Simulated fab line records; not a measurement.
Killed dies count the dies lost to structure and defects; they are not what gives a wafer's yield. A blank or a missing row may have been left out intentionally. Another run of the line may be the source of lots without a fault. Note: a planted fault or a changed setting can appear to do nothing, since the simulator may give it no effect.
Split-lot study    flow berkeley-cmos170    on a route of 331 steps: 5 lots, 23 wafers read

== THE SPLIT ==
At UCB170_WELLDRIVE_OXIDATION_01 (target thk 199 nm, ox time 9000 s), the setting temp-c was moved away from the recipe's 1100 C on 20 of the 23 wafers read, by -2.2% to -1.1%. This setting was run at the recipe's value on the other wafers.

No step appears in the file between the split and the reading.

== THE READING ==
At UCB170_WELLDRIVE_THK_MEAS_02: WELLDRIVE_OXIDE_THK, given in nm. On this fab line, fault-free wafers typically give 199.5 nm with a standard deviation of 2.6 nm.

wafer   tool, chamber at the split  temp-c as run, C  against the recipe  WELLDRIVE_OXIDE_THK, nm  against lot-mates on the recipe
L075.1  furnace-02, 0               1100              recipe              199.7                    -
L075.5  furnace-02, 0               1100              recipe              202.9                    -
L075.6  furnace-02, 0               1100              recipe              197.6                    -
L078.1  -, -                        1088              -1.1%               183.0                    no lot-mate on the recipe
L078.3  -, -                        1088              -1.1%               179.9                    no lot-mate on the recipe
L078.4  -, -                        1088              -1.1%               181.0                    no lot-mate on the recipe
L078.5  -, -                        1088              -1.1%               181.7                    no lot-mate on the recipe
L078.6  -, -                        1088              -1.1%               183.5                    no lot-mate on the recipe
L080.2  -, -                        1077              -2.1%               172.7                    no lot-mate on the recipe
L080.3  -, -                        1077              -2.1%               170.9                    no lot-mate on the recipe
L080.4  -, -                        1077              -2.1%               170.4                    no lot-mate on the recipe
L080.5  -, -                        1077              -2.1%               171.2                    no lot-mate on the recipe
L080.6  -, -                        1077              -2.1%               171.9                    no lot-mate on the recipe
L082.1  -, -                        1076              -2.2%               168.8                    no lot-mate on the recipe
L082.2  -, -                        1076              -2.2%               170.9                    no lot-mate on the recipe
L082.3  -, -                        1076              -2.2%               170.2                    no lot-mate on the recipe
L082.5  -, -                        1076              -2.2%               171.8                    no lot-mate on the recipe
L082.6  -, -                        1076              -2.2%               170.0                    no lot-mate on the recipe
L083.1  -, -                        1076              -2.2%               171.3                    no lot-mate on the recipe
L083.2  -, -                        1076              -2.2%               165.9                    no lot-mate on the recipe
L083.4  -, -                        1076              -2.2%               168.2                    no lot-mate on the recipe
L083.5  -, -                        1076              -2.2%               165.7                    no lot-mate on the recipe
L083.6  -, -                        1076              -2.2%               169.1                    no lot-mate on the recipe

THE FIT
A straight line over all 23 wafers: WELLDRIVE_OXIDE_THK changes by +13.4 nm for each +1% of temp-c; r = +0.98; the points scatter about the line by 2.2 nm.
Too few moved wafers have a lot-mate on the recipe to fit a line with each lot's own level taken away.

== THE WHOLE CHAIN: every reading that the file lists as answering this split, in the file's order ==
step                           what it does                       reading                                                                                 change (the file's fit)               r (the file's)
UCB170_WELLDRIVE_OXIDATION_01  target thk 199 nm, ox time 9000 s  SiO2_of_WELLDRIVE_OXIDATION_01.thk-nm (the simulator's own value, which no gauge read)  +13.4 nm for each +1% of the setting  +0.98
UCB170_WELLDRIVE_THK_MEAS_02                                      WELLDRIVE_OXIDE_THK                                                                     +13.4 for each +1% of the setting     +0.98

== THE FILE'S OWN FIT ==
WELLDRIVE_OXIDE_THK changes by +13.4 nm for each +1% of temp-c, r = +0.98.
